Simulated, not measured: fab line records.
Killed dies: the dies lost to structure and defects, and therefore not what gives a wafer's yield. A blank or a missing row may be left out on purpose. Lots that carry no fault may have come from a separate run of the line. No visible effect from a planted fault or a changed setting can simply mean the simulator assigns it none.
Tool commonality check :: flow berkeley_cmos170 :: Lots sampled 14, wafers sampled 42

WHAT PROMPTED THE OPENING
UCB170_NWELL_TW_MEAS_16, reading NWELL_TW: flagged on 4 of 14 lots. No-fault wafers: 1246, standard deviation 13.
Rule: a lot gets a flag if all its wafers with a number sit over 4 standard deviations from that mean, or if no wafer of it has a number. As for the other lots, they are considered sound.

lot: L414
measured: day 2 06:07
on: film_metro-03
NWELL_TW, wafer by wafer: 1259 1257 1251
flag: 

lot: L415
measured: day 2 10:29
on: film_metro-02
NWELL_TW, wafer by wafer: 1225 1225 1227
flag: 

lot: L416
measured: day 2 10:29
on: film_metro-01
NWELL_TW, wafer by wafer: 1257 1255 1251
flag: 

lot: L417
measured: day 2 19:17
on: film_metro-01
NWELL_TW, wafer by wafer: 1257 1257 1250
flag: 

lot: L418
measured: day 2 23:04
on: film_metro-01
NWELL_TW, wafer by wafer: 1255 1249 1250
flag: 

lot: L419
measured: day 3 06:25
on: film_metro-02
NWELL_TW, wafer by wafer: 1241 1235 1236
flag: 

lot: L420
measured: day 3 12:15
on: film_metro-02
NWELL_TW, wafer by wafer: 1241 1239 1230
flag: 

lot: L421
measured: day 3 21:01
on: film_metro-03
NWELL_TW, wafer by wafer: 1245 1252 1249
flag: 

lot: L422
measured: day 4 03:19
on: film_metro-01
NWELL_TW, wafer by wafer: 1261 1251 1256
flag: 

lot: L423
measured: day 4 08:15
on: film_metro-02
NWELL_TW, wafer by wafer: 1228 1230 1229
flag: 

lot: L426
measured: day 4 18:30
on: film_metro-01
NWELL_TW, wafer by wafer: 514 515 514
flag: FLAGGED

lot: L425
measured: day 4 18:40
on: film_metro-03
NWELL_TW, wafer by wafer: 518 517 513
flag: FLAGGED

lot: L427
measured: day 5 02:14
on: film_metro-02
NWELL_TW, wafer by wafer: 504 505 502
flag: FLAGGED

lot: L428
measured: day 5 08:15
on: film_metro-01
NWELL_TW, wafer by wafer: 514 516 516
flag: FLAGGED
Average over the flagged lots: 512; offset from the usual -734, equal to -56 standard deviations.

WHICH TOOL EACH LOT WENT THROUGH
The record keeps 1 process step preceding the reading, out of 331 steps on the route. Cell contents, in order: the tool; ch with the chambers the sampled wafers went through; the start.
lot: L414
flag: 
UCB170_NWELL_IMPLANT_14: implanter-04 ch 0, day 2 05:53

lot: L415
flag: 
UCB170_NWELL_IMPLANT_14: implanter-04 ch 0, day 2 10:15

lot: L416
flag: 
UCB170_NWELL_IMPLANT_14: implanter-02 ch 0, day 2 10:15

lot: L417
flag: 
UCB170_NWELL_IMPLANT_14: implanter-02 ch 0, day 2 19:03

lot: L418
flag: 
UCB170_NWELL_IMPLANT_14: implanter-03 ch 0, day 2 22:49

lot: L419
flag: 
UCB170_NWELL_IMPLANT_14: implanter-02 ch 0, day 3 06:10

lot: L420
flag: 
UCB170_NWELL_IMPLANT_14: implanter-03 ch 0, day 3 12:00

lot: L421
flag: 
UCB170_NWELL_IMPLANT_14: implanter-04 ch 0, day 3 20:46

lot: L422
flag: 
UCB170_NWELL_IMPLANT_14: implanter-02 ch 0, day 4 03:04

lot: L423
flag: 
UCB170_NWELL_IMPLANT_14: implanter-03 ch 0, day 4 08:00

lot: L426
flag: FLAGGED
UCB170_NWELL_IMPLANT_14: implanter-04 ch 0, day 4 18:15

lot: L425
flag: FLAGGED
UCB170_NWELL_IMPLANT_14: implanter-02 ch 0, day 4 18:25

lot: L427
flag: FLAGGED
UCB170_NWELL_IMPLANT_14: implanter-03 ch 0, day 5 01:59

lot: L428
flag: FLAGGED
UCB170_NWELL_IMPLANT_14: implanter-02 ch 0, day 5 08:02
What the steps here do:
- UCB170_NWELL_IMPLANT_14
- UCB170_NWELL_TW_MEAS_16

FLAGGED OVER TOTAL, TOOL BY TOOL (the gauges that took the reading come last)
step: UCB170_NWELL_IMPLANT_14
tool: implanter-02
lots run: 6
flagged: 2
share of the flagged lots: some
sound lots run after its first flagged lot: 0

step: UCB170_NWELL_IMPLANT_14
tool: implanter-03
lots run: 4
flagged: 1
share of the flagged lots: some
sound lots run after its first flagged lot: 0

step: UCB170_NWELL_IMPLANT_14
tool: implanter-04
lots run: 4
flagged: 1
share of the flagged lots: some
sound lots run after its first flagged lot: 0

step: UCB170_NWELL_TW_MEAS_16
tool: film_metro-01
lots run: 6
flagged: 2
share of the flagged lots: some
sound lots run after its first flagged lot: 0

step: UCB170_NWELL_TW_MEAS_16
tool: film_metro-02
lots run: 5
flagged: 1
share of the flagged lots: some
sound lots run after its first flagged lot: 0

step: UCB170_NWELL_TW_MEAS_16
tool: film_metro-03
lots run: 3
flagged: 1
share of the flagged lots: some
sound lots run after its first flagged lot: 0

WHAT THE TABLE PERMITS
No row of the table ran every flagged lot.

WHAT WAS PUT IN BY THE SIMULATOR
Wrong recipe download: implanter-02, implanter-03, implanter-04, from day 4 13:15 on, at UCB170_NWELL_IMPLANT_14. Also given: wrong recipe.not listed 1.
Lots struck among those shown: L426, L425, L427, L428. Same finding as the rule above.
